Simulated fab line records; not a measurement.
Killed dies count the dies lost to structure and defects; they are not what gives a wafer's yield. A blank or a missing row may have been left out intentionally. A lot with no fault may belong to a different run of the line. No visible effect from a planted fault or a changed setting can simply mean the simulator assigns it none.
fab line records :: flow berkeley_cmos170
[record]
  lots = 5
  wafers = 15
  last_day = 12
route steps=331 shown WELLDRIVE@58 ACTIVE@60
lots that met no fault: taken from a fault-free run of the same line
start_h: hours from the record's first day to the start of the lot's first wafer shown :: wait_h: hours since the lot's step before :: " as in the row above :: L1.1+2: a single row standing in for several wafers :: - no value, or no start given :: * or withheld: withheld :: < > ~ a bound
route shown NAME@n: names a module that has steps shown in the file, with the first one's number in the route :: usual: mean/standard deviation taken from wafers without a fault :: same: alike in all rows :: chamber/n: place in a boat :: sites: the reading at each site :: _std_site: standard deviation of those values :: _edge_site: the outer-site mean with the inner-site mean subtracted :: radius_mm: for every site, how far away it sits from the centre of the wafer :: mask NAME#n: copy n :: behind: the last tool/chamber to shape the wafer :: hold: the reason the lot was held/the length of the hold in hours/how it ended :: device: the transistor (n, p or np) that didn't switch :: end of line: the tests these same wafers got at the end of their route :: a step given without rows: its recipe and nothing more :: killed: at the first sort, the dies lost to defects and structure; wafer yield is something else :: map: shows each die of a wafer: x if killed, . if not, _ if none is there
set.NAME: the setting as run; set.NAME@STEP: as run at that earlier step :: model.NAME: the simulator's own value behind a step, which no gauge read
lots seen at some steps along the route; tables by step, rows by wafer
services: from which hour (start_h, from the record's first day; less than 0 if before it) a tool's chamber was out of use, for how many hours, and why
[[steps]]
[step UCB170_WELLDRIVE_ANNEAL_03]
[recipe]
  temp_c = 1100
  time_s = 900
  ambient = N2
[step UCB170_WELLDRIVE_WET_ETCH_04]
[recipe]
  chemistry = BOE
  dilution = 5:1
  target = SiO2
  temp_c = 25
  time_s = 120
[step UCB170_ACTIVE_CLEAN_00]
[recipe]
  chemistry = SPM
  temp_c = 120
  time_s = 600
[step UCB170_ACTIVE_CLEAN_01]
[recipe]
  chemistry = dHF
  dilution = 25:1
  time_s = 60
[step UCB170_ACTIVE_OXIDATION_02]
[recipe]
  temp_c = 1000
  ambient = O2
  target_thk_a = 264
  ox_time_s = 1260
[step UCB170_ACTIVE_THK_MEAS_03]
[recipe]
  reads = SiO2_of_ACTIVE_OXIDATION_02
[usual]
  ACTIVE_OXIDE_THK = 26.3/0.44
lot.wafer: L283.2
tool: film_metro-04
chamber: -
start_h: 74.64
wait_h: 0.0
ACTIVE_OXIDE_THK[nm]: 26.4

lot.wafer: L283.5
tool: film_metro-04
chamber: -
start_h: 74.64
wait_h: 0.0
ACTIVE_OXIDE_THK[nm]: 26.5

lot.wafer: L283.6
tool: film_metro-04
chamber: -
start_h: 74.64
wait_h: 0.0
ACTIVE_OXIDE_THK[nm]: 26.1

lot.wafer: L290.1
tool: film_metro-02
chamber: -
start_h: 121.36
wait_h: 0.1
ACTIVE_OXIDE_THK[nm]: 26.7

lot.wafer: L290.4
tool: film_metro-02
chamber: -
start_h: 121.36
wait_h: 0.1
ACTIVE_OXIDE_THK[nm]: 26.9

lot.wafer: L290.6
tool: film_metro-02
chamber: -
start_h: 121.36
wait_h: 0.1
ACTIVE_OXIDE_THK[nm]: 26.0

lot.wafer: L296.3
tool: film_metro-03
chamber: -
start_h: 157.32
wait_h: 0.0
ACTIVE_OXIDE_THK[nm]: 25.4

lot.wafer: L296.5
tool: film_metro-03
chamber: -
start_h: 157.32
wait_h: 0.0
ACTIVE_OXIDE_THK[nm]: 25.8

lot.wafer: L296.6
tool: film_metro-03
chamber: -
start_h: 157.32
wait_h: 0.0
ACTIVE_OXIDE_THK[nm]: 25.5

lot.wafer: L298.2
tool: film_metro-04
chamber: -
start_h: 174.95
wait_h: 0.0
ACTIVE_OXIDE_THK[nm]: 25.4

lot.wafer: L298.4
tool: film_metro-04
chamber: -
start_h: 174.95
wait_h: 0.0
ACTIVE_OXIDE_THK[nm]: 25.4

lot.wafer: L298.6
tool: film_metro-04
chamber: -
start_h: 174.95
wait_h: 0.0
ACTIVE_OXIDE_THK[nm]: 24.9

lot.wafer: L303.2
tool: film_metro-03
chamber: -
start_h: 188.64
wait_h: 0.1
ACTIVE_OXIDE_THK[nm]: 26.6

lot.wafer: L303.5
tool: film_metro-03
chamber: -
start_h: 188.64
wait_h: 0.1
ACTIVE_OXIDE_THK[nm]: 26.7

lot.wafer: L303.6
tool: film_metro-03
chamber: -
start_h: 188.64
wait_h: 0.1
ACTIVE_OXIDE_THK[nm]: 26.2
[step UCB170_ACTIVE_ANNEAL_04]
[recipe]
  temp_c = 1000
  time_s = 900
  ambient = N2
[step UCB170_ACTIVE_CVD_05]
[recipe]
  material = Si3N4
  target_thk_nm = 220
  temp_c = 800
  precursor = SiH2Cl2/NH3
  time_s = 3300
  pressure_mtorr = 200
  sih2cl2_flow_sccm = 25
  nh3_flow_sccm = 75
[step UCB170_ACTIVE_THK_MEAS_06]
[recipe]
  reads = Si3N4_of_ACTIVE_CVD_05
[usual]
  ACTIVE_NITRIDE_THK = 221.9/2.4
lot.wafer: L283.2
tool: film_metro-02
chamber: -
start_h: 82.33
wait_h: 0.0
ACTIVE_NITRIDE_THK[nm]: 220.4

lot.wafer: L283.5
tool: film_metro-02
chamber: -
start_h: 82.33
wait_h: 0.0
ACTIVE_NITRIDE_THK[nm]: 221.2

lot.wafer: L283.6
tool: film_metro-02
chamber: -
start_h: 82.33
wait_h: 0.0
ACTIVE_NITRIDE_THK[nm]: 221.5

lot.wafer: L290.1
tool: film_metro-04
chamber: -
start_h: 129.90
wait_h: 0.0
ACTIVE_NITRIDE_THK[nm]: 223.1

lot.wafer: L290.4
tool: film_metro-04
chamber: -
start_h: 129.90
wait_h: 0.0
ACTIVE_NITRIDE_THK[nm]: 221.5

lot.wafer: L290.6
tool: film_metro-04
chamber: -
start_h: 129.90
wait_h: 0.0
ACTIVE_NITRIDE_THK[nm]: 221.8

lot.wafer: L296.3
tool: film_metro-04
chamber: -
start_h: 166.17
wait_h: 0.0
ACTIVE_NITRIDE_THK[nm]: 222.8

lot.wafer: L296.5
tool: film_metro-04
chamber: -
start_h: 166.17
wait_h: 0.0
ACTIVE_NITRIDE_THK[nm]: 222.9

lot.wafer: L296.6
tool: film_metro-04
chamber: -
start_h: 166.17
wait_h: 0.0
ACTIVE_NITRIDE_THK[nm]: 220.8

lot.wafer: L298.2
tool: film_metro-02
chamber: -
start_h: 184.05
wait_h: 0.0
ACTIVE_NITRIDE_THK[nm]: 221.8

lot.wafer: L298.4
tool: film_metro-02
chamber: -
start_h: 184.05
wait_h: 0.0
ACTIVE_NITRIDE_THK[nm]: 223.1

lot.wafer: L298.6
tool: film_metro-02
chamber: -
start_h: 184.05
wait_h: 0.0
ACTIVE_NITRIDE_THK[nm]: 223.1

lot.wafer: L303.2
tool: film_metro-04
chamber: -
start_h: 194.63
wait_h: 0.1
ACTIVE_NITRIDE_THK[nm]: 222.0

lot.wafer: L303.5
tool: film_metro-04
chamber: -
start_h: 194.63
wait_h: 0.1
ACTIVE_NITRIDE_THK[nm]: 223.8

lot.wafer: L303.6
tool: film_metro-04
chamber: -
start_h: 194.63
wait_h: 0.1
ACTIVE_NITRIDE_THK[nm]: 221.0
[step UCB170_ACTIVE_HMDS_07]
[recipe]
  prime_time_s = 60
  prime_temp_c = 100
[step UCB170_ACTIVE_COAT_08]
[recipe]
  resist = KrF
  spin_rpm = 1500
  resist_thk_nm = 900
[step UCB170_ACTIVE_SOFTBAKE_09]
[recipe]
  resist = KrF
  temp_c = 130
  time_s = 60
[step UCB170_ACTIVE_EXPOSE_10]
[recipe]
  mask_id = ACTIVE
  target_cd_nm = 1200
  na = 0.5
  sigma_outer = 0.6
  source_shape = conventional
  dose_mj = 20
[usual]
  exposure_dose_mJ_cm2 = 19.979/0.023
lot.wafer: L283.2
tool: krf_scanner-02
chamber: 0
start_h: 83.31
wait_h: 0.2
mask: ACTIVE#0
exposure_dose_mJ_cm2: 19.989

lot.wafer: L283.5
tool: krf_scanner-02
chamber: 0
start_h: 83.31
wait_h: 0.2
mask: ACTIVE#0
exposure_dose_mJ_cm2: 19.993

lot.wafer: L283.6
tool: krf_scanner-02
chamber: 0
start_h: 83.31
wait_h: 0.2
mask: ACTIVE#0
exposure_dose_mJ_cm2: 19.978

lot.wafer: L290.1
tool: krf_scanner-02
chamber: 0
start_h: 130.89
wait_h: 0.3
mask: ACTIVE#0
exposure_dose_mJ_cm2: 19.965

lot.wafer: L290.4
tool: krf_scanner-02
chamber: 0
start_h: 130.89
wait_h: 0.3
mask: ACTIVE#0
exposure_dose_mJ_cm2: 19.979

lot.wafer: L290.6
tool: krf_scanner-02
chamber: 0
start_h: 130.89
wait_h: 0.3
mask: ACTIVE#0
exposure_dose_mJ_cm2: 19.977

lot.wafer: L296.3
tool: krf_scanner-02
chamber: 0
start_h: 166.82
wait_h: 0.2
mask: ACTIVE#0
exposure_dose_mJ_cm2: 19.816

lot.wafer: L296.5
tool: krf_scanner-02
chamber: 0
start_h: 166.82
wait_h: 0.2
mask: ACTIVE#0
exposure_dose_mJ_cm2: 19.818

lot.wafer: L296.6
tool: krf_scanner-02
chamber: 0
start_h: 166.82
wait_h: 0.2
mask: ACTIVE#0
exposure_dose_mJ_cm2: 19.817

lot.wafer: L298.2
tool: krf_scanner-01
chamber: 0
start_h: 184.68
wait_h: 0.2
mask: ACTIVE#0
exposure_dose_mJ_cm2: 20.015

lot.wafer: L298.4
tool: krf_scanner-01
chamber: 0
start_h: 184.68
wait_h: 0.2
mask: ACTIVE#0
exposure_dose_mJ_cm2: 20.032

lot.wafer: L298.6
tool: krf_scanner-01
chamber: 0
start_h: 184.68
wait_h: 0.2
mask: ACTIVE#0
exposure_dose_mJ_cm2: 19.974

lot.wafer: L303.2
tool: krf_scanner-01
chamber: 0
start_h: 196.24
wait_h: 0.4
mask: ACTIVE#0
exposure_dose_mJ_cm2: 19.948

lot.wafer: L303.5
tool: krf_scanner-01
chamber: 0
start_h: 196.24
wait_h: 0.4
mask: ACTIVE#0
exposure_dose_mJ_cm2: 19.963

lot.wafer: L303.6
tool: krf_scanner-01
chamber: 0
start_h: 196.24
wait_h: 0.4
mask: ACTIVE#0
exposure_dose_mJ_cm2: 19.977
[step UCB170_ACTIVE_PEB_11]
[recipe]
  peb_temp_c = 130
  peb_time_s = withheld
  resist = KrF
[step UCB170_ACTIVE_DEVELOP_12]
[recipe]
  developer = TMAH
  develop_time_s = 45
  resist = KrF
  dev_temp_c = 21
[step UCB170_ACTIVE_CD_MEAS_13]
[recipe]
  target_cd_nm = 1200
[usual]
  cd_nm = 1200.1/1.5
lot.wafer: L283.2
tool: cd_sem-02
chamber: -
start_h: 84.22
wait_h: -
cd_nm: 1200.0

lot.wafer: L283.5
tool: cd_sem-02
chamber: -
start_h: 84.22
wait_h: -
cd_nm: 1199.5

lot.wafer: L283.6
tool: cd_sem-02
chamber: -
start_h: 84.22
wait_h: -
cd_nm: 1199.1

lot.wafer: L290.1
tool: cd_sem-02
chamber: -
start_h: 131.28
wait_h: -
cd_nm: 1199.2

lot.wafer: L290.4
tool: cd_sem-02
chamber: -
start_h: 131.28
wait_h: -
cd_nm: 1200.3

lot.wafer: L290.6
tool: cd_sem-02
chamber: -
start_h: 131.28
wait_h: -
cd_nm: 1199.9

lot.wafer: L296.3
tool: cd_sem-01
chamber: -
start_h: 167.21
wait_h: -
cd_nm: 1196.4

lot.wafer: L296.5
tool: cd_sem-01
chamber: -
start_h: 167.21
wait_h: -
cd_nm: 1195.2

lot.wafer: L296.6
tool: cd_sem-01
chamber: -
start_h: 167.21
wait_h: -
cd_nm: 1192.9

lot.wafer: L298.2
tool: cd_sem-01
chamber: -
start_h: 185.08
wait_h: -
cd_nm: 1201.6

lot.wafer: L298.4
tool: cd_sem-01
chamber: -
start_h: 185.08
wait_h: -
cd_nm: 1200.9

lot.wafer: L298.6
tool: cd_sem-01
chamber: -
start_h: 185.08
wait_h: -
cd_nm: 1200.8

lot.wafer: L303.2
tool: cd_sem-01
chamber: -
start_h: 197.00
wait_h: -
cd_nm: 1201.1

lot.wafer: L303.5
tool: cd_sem-01
chamber: -
start_h: 197.00
wait_h: -
cd_nm: 1201.6

lot.wafer: L303.6
tool: cd_sem-01
chamber: -
start_h: 197.00
wait_h: -
cd_nm: 1201.3
[step UCB170_ACTIVE_OVL_MEAS_14]
[usual]
  ACTIVE_OVL = 1/7
lot.wafer: L283.2
tool: overlay-02
chamber: -
start_h: 84.32
wait_h: 0.1
ACTIVE_OVL[nm]: 7

lot.wafer: L283.5
tool: overlay-02
chamber: -
start_h: 84.32
wait_h: 0.1
ACTIVE_OVL[nm]: 5

lot.wafer: L283.6
tool: overlay-02
chamber: -
start_h: 84.32
wait_h: 0.1
ACTIVE_OVL[nm]: 14

lot.wafer: L290.1
tool: overlay-01
chamber: -
start_h: 131.40
wait_h: 0.1
ACTIVE_OVL[nm]: 2

lot.wafer: L290.4
tool: overlay-01
chamber: -
start_h: 131.40
wait_h: 0.1
ACTIVE_OVL[nm]: -7

lot.wafer: L290.6
tool: overlay-01
chamber: -
start_h: 131.40
wait_h: 0.1
ACTIVE_OVL[nm]: -3

lot.wafer: L296.3
tool: overlay-01
chamber: -
start_h: 167.30
wait_h: 0.1
ACTIVE_OVL[nm]: 18

lot.wafer: L296.5
tool: overlay-01
chamber: -
start_h: 167.30
wait_h: 0.1
ACTIVE_OVL[nm]: 18

lot.wafer: L296.6
tool: overlay-01
chamber: -
start_h: 167.30
wait_h: 0.1
ACTIVE_OVL[nm]: 7

lot.wafer: L298.2
tool: overlay-02
chamber: -
start_h: 185.18
wait_h: 0.1
ACTIVE_OVL[nm]: 4

lot.wafer: L298.4
tool: overlay-02
chamber: -
start_h: 185.18
wait_h: 0.1
ACTIVE_OVL[nm]: 11

lot.wafer: L298.6
tool: overlay-02
chamber: -
start_h: 185.18
wait_h: 0.1
ACTIVE_OVL[nm]: 3

lot.wafer: L303.2
tool: overlay-01
chamber: -
start_h: 197.11
wait_h: 0.1
ACTIVE_OVL[nm]: -7

lot.wafer: L303.5
tool: overlay-01
chamber: -
start_h: 197.11
wait_h: 0.1
ACTIVE_OVL[nm]: -13

lot.wafer: L303.6
tool: overlay-01
chamber: -
start_h: 197.11
wait_h: 0.1
ACTIVE_OVL[nm]: -7
[[services]]
tool: krf_scanner-01
chamber: 0
start_h: 79.75
hours: -
kind: calibration

tool: krf_scanner-01
chamber: -
start_h: 82.55
hours: 4.0
kind: repair

tool: krf_scanner-01
chamber: -
start_h: 92.85
hours: 1.0
kind: pm

tool: krf_scanner-02
chamber: -
start_h: 114.41
hours: 0.6
kind: repair

tool: krf_scanner-02
chamber: -
start_h: 119.31
hours: 1.0
kind: pm

tool: krf_scanner-02
chamber: -
start_h: 135.43
hours: 1.3
kind: pm

tool: krf_scanner-02
chamber: -
start_h: 151.62
hours: 3.0
kind: pm

tool: krf_scanner-01
chamber: -
start_h: 160.21
hours: 0.8
kind: pm

tool: krf_scanner-02
chamber: -
start_h: 188.21
hours: 0.8
kind: pm

tool: krf_scanner-01
chamber: -
start_h: 191.59
hours: 1.3
kind: pm
[[key]]
[first_sign]
  step = UCB170_ACTIVE_EXPOSE_10
  reading = exposure_dose_mJ_cm2
  direction = down
  sigmas = 7
  usual = 19.979
  struck = 19.817
[effect]
  step = UCB170_ACTIVE_CD_MEAS_13
  reading = cd_nm
  direction = down
  sigmas = 3.6
  usual = 1200.1
  struck = 1194.8
  through = control_loop
met_at UCB170_ACTIVE_EXPOSE_10
struck_wafers L296.3,L296.5,L296.6
tester_left_out L296
[loop_trim]
  step = UCB170_ACTIVE_EXPOSE_10
  setting = dose
  lots = L296
onset_between 130.89 166.82
[fault]
  kind = process_parameter_drift
  tool = krf_scanner-02
  chamber = -
  onset_h = 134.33
  steps = UCB170_ACTIVE_EXPOSE_10
  channel = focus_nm
  offset = 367
  spread_by_wafer = 0.3
  shape = step
  end_h = 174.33
// tester_left_out: of these lots the tester's yield and bins aren't shown, on N5 and GAA mostly nor the transistor test; their killed dies are dies lost to structure and defects alone, not to doping, threshold or leakage, so they don't give the yield
// loop_trim: a control loop set the setting to another value than it would have without faults
